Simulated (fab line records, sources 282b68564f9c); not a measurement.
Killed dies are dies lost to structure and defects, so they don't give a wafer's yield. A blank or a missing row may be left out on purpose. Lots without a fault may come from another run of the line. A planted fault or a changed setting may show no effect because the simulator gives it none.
One fault seen from 2 desks | flow rit_cmos | each desk has only its own numbers; what lay behind them comes last

THE METROLOGY DESK
What the gauges read, lot by lot, whatever tool the lot ran on: means of the sampled wafers that have a number. A lot is out of limits, marked OUT, if its mean lies more than 4 standard deviations from the usual mean; the brackets give that distance.
Columns: A = ACTIVE_NITRIDE_THK at RIT_ACTIVE_THK_MEAS_04, usual 149.9 nm; B = GATE_OVL at RIT_GATE_OVL_MEAS_17, usual 0.1 nm
lot  | first seen here | A               | B
L435 | day 1 13:32     | 151.4           | -0.4
L436 | day 1 18:32     | 148.3           | -0.7
L441 | day 2 20:16     | 150.6           | -1.6
L442 | day 3 01:16     | 149.7           | 1.9
L444 | day 3 10:33     | 149.5           | -3.6
L445 | day 3 15:32     | 148.2           | -1.2
L446 | day 3 20:32     | 151.8           | -2.5
L447 | day 4 02:15     | 151.8           | 1.6
L451 | day 4 21:49     | 151.2           | 1.2
L452 | day 5 02:32     | 119.8 (-25) OUT | 1.5
L454 | day 5 12:32     | 149.2           | -1.4
L456 | day 5 22:32     | 149.8           | 0.7
L458 | day 6 08:53     | 150.4           | -2.3
This desk's finding: out of limits on L452; first on L452, day 5 02:32 (ACTIVE_NITRIDE_THK at RIT_ACTIVE_THK_MEAS_04). In limits: L435, L436, L441, L442, L444, L445, L446, L447, L451, L454, L456, L458.

THE TOOL OWNER'S DESK: lpcvd-02
The tool's own readings at RIT_ACTIVE_CVD_03 (deposits Si3N4 from SiH2Cl2/NH3, target thk 150 nm, time 1500 s): means of the sampled wafers that have a number, for each lot that ran on this tool. A lot is out of limits, marked OUT, if its mean lies more than 4 standard deviations from the usual mean; the brackets give that distance.
Columns: A = spike_tc_centre_C at RIT_ACTIVE_CVD_03, usual 813.2 C
lot  | first seen here | A
L435 | day 1 12:07     | 813.3
L442 | day 2 23:07     | 812.1
L444 | day 3 09:07     | 812.2
L445 | day 3 14:07     | 812.1
L446 | day 3 19:07     | 812.1
L452 | day 5 01:07     | 812.3
This desk's finding: nothing out of limits on any of the 6 lots.

PUT TOGETHER
The metrology desk could have raised an alarm at day 5 02:32, on L452.
The tool owner's desk saw nothing out of limits.
The tool owner's desk has L452 on record, within its limits.
Of the lots named, all ran RIT_ACTIVE_CVD_03 on lpcvd-02.

WHAT THE SIMULATOR HAD PUT IN
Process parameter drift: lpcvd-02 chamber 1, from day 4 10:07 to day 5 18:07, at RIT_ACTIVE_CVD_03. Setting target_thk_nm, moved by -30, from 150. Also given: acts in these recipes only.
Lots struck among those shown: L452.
Hours from the fault's start to each desk's first reading out of limits: the metrology desk, 16.
